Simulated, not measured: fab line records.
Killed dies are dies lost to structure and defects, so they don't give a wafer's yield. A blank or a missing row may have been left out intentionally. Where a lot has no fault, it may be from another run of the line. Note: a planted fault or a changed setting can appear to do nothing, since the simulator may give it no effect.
Which tool did it? + flow berkeleyCmos170 + 6 lots with 18 wafers sampled at 2 steps, on a route of 331 steps

## WHAT EACH GAUGE READ, for each wafer
UCB170_GATE_CD_MEAS_12: target cd 350 nm.
| lot  | measured     | on       | cdNm (nm)         |
|------|--------------|----------|-------------------|
| L766 | day 6 13:25  | cdSem-01 | 351.6 350.1 350.9 |
| L768 | day 6 19:52  | cdSem-01 | 346.5 347.7 348.3 |
| L769 | day 6 20:21  | cdSem-01 | 351.0 351.5 350.9 |
| L775 | day 8 06:21  | cdSem-02 | 341.6 345.3 346.7 |
| L784 | day 9 22:51  | cdSem-01 | 348.1 346.9 347.9 |
| L787 | day 10 19:05 | cdSem-02 | 350.8 349.4 351.2 |

## WHICH TOOL RAN EACH LOT (tool, then ch and the chambers of the sampled wafers, then the start)
| lot  | UCB170_GATE_EXPOSE_09            |
|------|----------------------------------|
| L766 | krfScanner-01 ch 0, day 6 13:02  |
| L768 | krfScanner-02 ch 0, day 6 19:22  |
| L769 | krfScanner-01 ch 0, day 6 19:46  |
| L775 | krfScanner-02 ch 0, day 8 05:58  |
| L784 | krfScanner-01 ch 0, day 9 22:27  |
| L787 | krfScanner-01 ch 0, day 10 18:32 |
- UCB170_GATE_EXPOSE_09: exposes mask POLY, target cd 350 nm.

## THE ANSWER, worked out from the rows above alone
Rule: the lots themselves supply what counts as usual. The widest of any qualifying gaps counts: lots, ordered by their means at a reading, are off when they make up no more than a third of the lots, leave a main group of 4 or more, and stand apart from it by 3 or more times the standard deviation of that group's means. A main group whose means are all the same, to the digits that the tables above print for the reading, isn't used. A lot without any number at a reading at which 4 lots or more have one is off too. All remaining lots with rows at the step are treated as sound.
No lot is off on any of the readings shown, so nothing can be concluded from this.

## WHAT THE SIMULATOR HAD INSERTED
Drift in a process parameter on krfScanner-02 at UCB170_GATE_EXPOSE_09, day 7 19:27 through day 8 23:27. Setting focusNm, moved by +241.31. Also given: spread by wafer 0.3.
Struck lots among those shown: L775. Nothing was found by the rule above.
